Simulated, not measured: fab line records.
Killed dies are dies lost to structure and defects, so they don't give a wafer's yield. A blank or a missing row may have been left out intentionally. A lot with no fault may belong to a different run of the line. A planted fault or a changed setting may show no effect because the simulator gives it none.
fab line records	flow berkeleyCmos170
record lots=14	wafers=42	lastDay=11
route steps=331 shown ZERO@10
lots with no fault: from the same line, run without faults
startH: hours from the record's first day to the start of the lot's first wafer shown	waitH: how many hours have passed since the lot's step before this one	" the same as in the row above	L1.1+2: one row covering several wafers at once	- value missing, or start not given	* or withheld: withheld	< > ~ a bound
route shown NAME@n: names a module that has steps shown in the file, with the first one's number in the route	usual: mean/standard deviation of fault-free wafers	same: alike in all rows	chamber/n: place in a boat	sites: per-site readings	_std_site: the values' standard deviation	_edge_site: outer sites' mean less inner sites'	radiusMm: for every site, how far away it sits from the centre of the wafer	mask NAME#n: copy n	behind: the tool/chamber that last shaped the wafer	hold: why the lot was held/for how many hours/how that ended	device: names the non-switching transistor (n, p or np)	end of line: at the end of the route, the tests of the same wafers	where a step has no rows: the recipe by itself	killed: dies that structure and defects cost at the first sort, which is not the same as the wafer's yield	map: a wafer's dies, x killed, . not, _ none there
set.NAME: the setting the step ran with; set.NAME@STEP: the setting that earlier step ran with	model.NAME: the simulator's own value behind a step, which no gauge read
steps of the route over a sample of lots; a table a step, a row a wafer
services: a tool's chamber out of use, with start hour (startH, from the record's first day; less than 0 if before it), hours out, and reason
## steps
# step UCB170_ZERO_PEB_04
# recipe pebTempC=130	pebTimeS=withheld	resist=KrF
# usual chillPlateTempC=22.99/0.11	exhaustPa=45.0/0.86
lot.wafer	tool	chamber	startH	waitH	chillPlateTempC	exhaustPa
L808.2	lithoTrack-01	0	28.06	0.1	22.92	45.2
L808.5	"	0	"	"	23.09	44.8
L808.6	"	0	"	"	22.88	45.3
L810.1	lithoTrack-02	0	38.73	0.1	22.88	45.3
L810.4	"	0	"	"	22.93	45.6
L810.6	"	0	"	"	22.80	45.0
L812.1	lithoTrack-03	0	48.44	0.1	22.74	44.1
L812.2	"	0	"	"	22.87	45.8
L812.4	"	0	"	"	22.84	44.9
L814.1	lithoTrack-01	0	57.30	0.3	23.17	44.8
L814.2	"	0	"	"	23.11	46.0
L814.5	"	0	"	"	23.10	45.7
L815.1	lithoTrack-03	0	57.54	0.2	23.04	44.9
L815.2	"	0	"	"	23.00	44.7
L815.5	"	0	"	"	23.05	46.0
L817.1	lithoTrack-02	0	67.92	0.1	22.92	44.3
L817.2	"	0	"	"	22.86	45.0
L817.3	"	0	"	"	23.01	45.9
L820.2	lithoTrack-02	-	87.22	0.1	-	-
L820.3	"	-	"	"	-	-
L820.5	"	-	"	"	-	-
L821.2	lithoTrack-03	-	87.78	0.3	-	-
L821.3	"	-	"	"	-	-
L821.6	"	-	"	"	-	-
L822.2	lithoTrack-03	0	91.41	0.3	22.96	45.8
L822.4	"	0	"	"	22.92	44.7
L822.6	"	0	"	"	22.96	46.3
L825.1	lithoTrack-03	0	109.61	0.4	23.08	43.8
L825.4	"	0	"	"	23.02	43.8
L825.6	"	0	"	"	23.16	42.9
L827.1	lithoTrack-02	0	122.50	0.1	23.09	45.1
L827.4	"	0	"	"	23.16	45.5
L827.6	"	0	"	"	23.05	43.8
L828.4	lithoTrack-01	0	127.91	0.1	23.19	44.8
L828.5	"	0	"	"	23.03	44.4
L828.6	"	0	"	"	23.12	44.2
L829.1	lithoTrack-01	0	133.20	0.1	22.87	45.9
L829.4	"	0	"	"	22.97	43.9
L829.6	"	0	"	"	23.05	44.4
L830.3	lithoTrack-03	0	138.94	0.4	23.17	45.0
L830.4	"	0	"	"	23.02	45.0
L830.5	"	0	"	"	23.07	45.5
## services
tool	chamber	startH	hours	kind
lithoTrack-02	-	114.07	-	consumableReplace:filter
## key
firstSign step=UCB170_ZERO_PEB_04	reading=toolRecord	direction=missing
effect none on later readings
metAt UCB170_ZERO_PEB_04
struckLots L820,L821
laterRowsLeftOut L820.2,L820.3,L820.5,L821.2,L821.3,L821.6
sortLeftOut L820.2,L820.3,L820.5,L821.2,L821.3,L821.6
testerLeftOut L820,L821
onsetBetween 67.92 87.22
fault kind=skippedStepWhole	tool=lithoTrack-02,lithoTrack-03	chamber=-	onsetH=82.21	steps=UCB170_ZERO_PEB_04	scope=struckLotsOnly
# testerLeftOut: of these lots the tester's yield and bins aren't shown, on N5 and GAA mostly nor the transistor test; their killed dies are dies lost to structure and defects alone, not to doping, threshold or leakage, so they don't give the yield
# sortLeftOut: the simulated sort isn't trusted on such a fault, so these wafers' sort isn't shown, and their yield isn't known
# laterRowsLeftOut: the simulator's readings of these wafers behind a module that went badly wrong aren't trusted and aren't shown, but for the sort
